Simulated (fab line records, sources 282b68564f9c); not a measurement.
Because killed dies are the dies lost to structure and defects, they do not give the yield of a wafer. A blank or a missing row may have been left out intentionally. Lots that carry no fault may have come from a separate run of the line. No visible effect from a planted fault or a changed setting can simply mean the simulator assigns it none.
fab line records	flow rit-cmos
[record] lots = 14	wafers = 42	last-day = 7
route steps=202 shown NRETRO@58 M1@202
lots that met no fault: taken from a fault-free run of the same line
start-h: start of the lot's first displayed wafer, in hours after the record's first day	wait-h: hours since the lot's step before	" same as the row above	L1.1+2: a row that stands for several wafers	- no value, or no start given	* or withheld: withheld	< > ~ a bound
route shown NAME@n: names a module that has steps shown in the file, with the first one's number in the route	usual: mean/standard deviation taken from wafers without a fault	same: alike in all rows	chamber/n: place in a boat	sites: each site's reading	_std_site: how widely they spread, as a standard deviation	_edge_site: mean of outer sites minus mean of inner sites	radius-mm: for every site, how far away it sits from the centre of the wafer	mask NAME#n: copy n	behind: the last tool/chamber to shape the wafer	hold: reason for holding the lot/hours on hold/outcome of the hold	device: the transistor (n, p or np) that didn't switch	end of line: tests run on the same wafers once the route is complete	a step without rows: its recipe alone	killed: dies that structure and defects cost at the first sort, which is not the same as the wafer's yield	map: the dies of a wafer, with x for killed, . for not killed, _ for no die there
set.NAME: setting as actually run; set.NAME@STEP: the setting as run at that earlier step	model.NAME: the simulator's own value behind a step, which no gauge read
steps of the route over a sample of lots; a table a step, a row a wafer
[[steps]]
[step RIT_NRETRO_DEVELOP_05]
[recipe] resist = NOVOLAK	develop-time-s = 68	dev-temp-c = 23
[usual] developer-temp-C = 23.01/0.097
lot.wafer	tool	chamber	start-h	wait-h	developer-temp-C
L656.1	litho-track-01	0	33	-	22.99
L656.4	"	0	"	"	23.04
L656.6	"	0	"	"	23.15
L657.2	litho-track-02	0	38	-	22.96
L657.3	"	0	"	"	23.08
L657.4	"	0	"	"	22.98
L658.1	litho-track-03	0	40	-	23.03
L658.2	"	0	"	"	22.92
L658.5	"	0	"	"	22.92
L660.2	litho-track-02	0	50	-	22.96
L660.3	"	0	"	"	22.86
L660.4	"	0	"	"	22.99
L661.3	litho-track-02	0	55	-	22.94
L661.4	"	0	"	"	22.91
L661.6	"	0	"	"	23.05
L663.1	litho-track-02	0	63	-	22.85
L663.2	"	0	"	"	22.90
L663.4	"	0	"	"	22.96
L664.1	litho-track-01	0	69	-	22.95
L664.5	"	0	"	"	23.12
L664.6	"	0	"	"	22.93
L665.1	litho-track-01	0	74	-	23.01
L665.2	"	0	"	"	23.13
L665.5	"	0	"	"	22.94
L668.2	litho-track-02	0	88	-	23.15
L668.3	"	0	89	-	23.03
L668.4	"	0	"	"	23.18
L674.3	litho-track-02	0	120	-	22.02
L674.5	"	0	"	"	22.21
L674.6	"	0	"	"	21.99
L675.2	litho-track-03	0	125	-	23.00
L675.3	"	0	"	"	23.07
L675.5	"	0	"	"	23.12
L676.1	litho-track-02	0	130	-	22.19
L676.3	"	0	"	"	22.16
L676.6	"	0	"	"	22.39
L678.3	litho-track-03	0	139	-	22.92
L678.4	"	0	"	"	22.86
L678.5	"	0	"	"	22.91
L679.2	litho-track-03	0	143	-	23.05
L679.5	"	0	"	"	22.97
L679.6	"	0	"	"	22.85
[step RIT_M1_PROBE_99]
[usual] killed-at-contacts = 0.1/0.27	killed-at-front-end = 6.1/2.9	killed-dies = 6.2/2.9	killed-open = 3.2/1.9	killed-short = 3/1.9
[same] gross-dies = 264	killed_at_M0_to_M3 = 0	killed_at_M4_up = 0	killed-at-back-side = 0	killed-at-other = 0
lot.wafer	tool	chamber	start-h	wait-h	killed-at-contacts	killed-at-front-end	killed-dies	killed-open	killed-short
L658.1	prober-02	-	68.37	0.1	0	8	8	3	5
L658.2	prober-02	-	68.42	0.1	0	6	6	3	3
L658.5	prober-02	-	68.57	0.2	0	10	10	7	3
L661.3	prober-02	-	84.03	0.2	0	5	5	2	3
L661.4	prober-02	-	84.08	0.2	0	2	2	1	1
L661.6	prober-02	-	84.18	0.2	0	2	2	0	2
L664.1	prober-01	-	97.54	0.1	0	7	7	2	5
L664.5	prober-01	-	97.74	0.2	0	4	4	3	1
L664.6	prober-01	-	97.79	0.2	0	2	2	2	0
L668.2	prober-02	-	116.75	0.1	0	4	4	2	2
L668.3	prober-02	-	116.80	0.2	1	8	9	4	5
L668.4	prober-02	-	116.85	0.2	0	12	12	7	5
L679.2	prober-01	-	174.28	0.1	0	5	5	3	2
L679.5	prober-01	-	174.43	0.2	0	6	6	5	1
L679.6	prober-01	-	174.48	0.2	0	7	7	4	3
// killed by level:class
L658.1 GATE:geometric-particle:short=3 GATE:geometric-particle:open=2 FOX2:geometric-particle:open=1 REOX:geometric-particle:short=1 SPACER:geometric-particle:short=1
L658.2 GATE:geometric-particle:short=2 FOX1:geometric-particle:open=1 FOX1:geometric-particle:short=1 SPACER:geometric-particle:open=1 SILICIDE:geometric-particle:open=1
L658.5 GATE:geometric-particle:open=5 FOX1:geometric-particle:short=2 FOX1:geometric-particle:open=1 SPACER:geometric-particle:open=1 SILICIDE:geometric-particle:short=1
L661.3 SILICIDE:geometric-particle:short=3 GATE:geometric-particle:open=1 SPACER:geometric-particle:open=1
L661.4 SPACER:geometric-particle:short=1 SPACER:geometric-particle:open=1
L661.6 FOX1:geometric-particle:short=1 GATE:geometric-particle:short=1
L664.1 REOX:geometric-particle:short=2 FOX1:geometric-particle:short=1 FOX1:geometric-particle:open=1 FOX2:geometric-particle:short=1 SILICIDE:geometric-particle:open=1 SILICIDE:geometric-particle:short=1
L664.5 SILICIDE:geometric-particle:open=3 GATE:geometric-particle:short=1
L664.6 GATE:geometric-particle:open=1 SILICIDE:geometric-particle:open=1
L668.2 FOX1:geometric-particle:open=2 FOX2:geometric-particle:short=1 SPACER:geometric-particle:short=1
L668.3 GATE:geometric-particle:short=2 SPACER:geometric-particle:short=2 FOX1:geometric-particle:open=1 FOX2:geometric-particle:open=1 SILICIDE:geometric-particle:open=1 SILICIDE:geometric-particle:short=1 CONTACT:geometric-particle:open=1
L668.4 GATE:geometric-particle:open=6 FOX1:geometric-particle:short=3 GATE:geometric-particle:short=2 REOX:geometric-particle:open=1
L679.2 GATE:geometric-particle:short=2 GATE:geometric-particle:open=2 FOX1:geometric-particle:open=1
L679.5 GATE:geometric-particle:open=2 SPACER:geometric-particle:open=2 FOX1:geometric-particle:open=1 GATE:geometric-particle:short=1
L679.6 SPACER:geometric-particle:open=2 FOX2:geometric-particle:short=1 GATE:geometric-particle:open=1 GATE:geometric-particle:short=1 REOX:geometric-particle:open=1 SILICIDE:geometric-particle:short=1
[[key]]
[first-sign] step = RIT_NRETRO_DEVELOP_05	reading = developer-temp-C	direction = down	sigmas = 8.8	usual = *	struck = *
effect none on later readings
met-at RIT_NRETRO_DEVELOP_05
struck-lots L674,L676
tester-left-out L674,L676
onset-between 88 120
[fault] kind = process-parameter-drift	tool = litho-track-02	chamber = -	onset-h = 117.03	steps = RIT_NRETRO_DEVELOP_05	channel = dev-temp-c	offset = *	shape = step	end-h = 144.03	acts-in = *	stated = *
// tester-left-out: of these lots the tester's yield and bins aren't shown, on N5 and GAA mostly nor the transistor test; their killed dies are dies lost to structure and defects alone, not to doping, threshold or leakage, so they don't give the yield
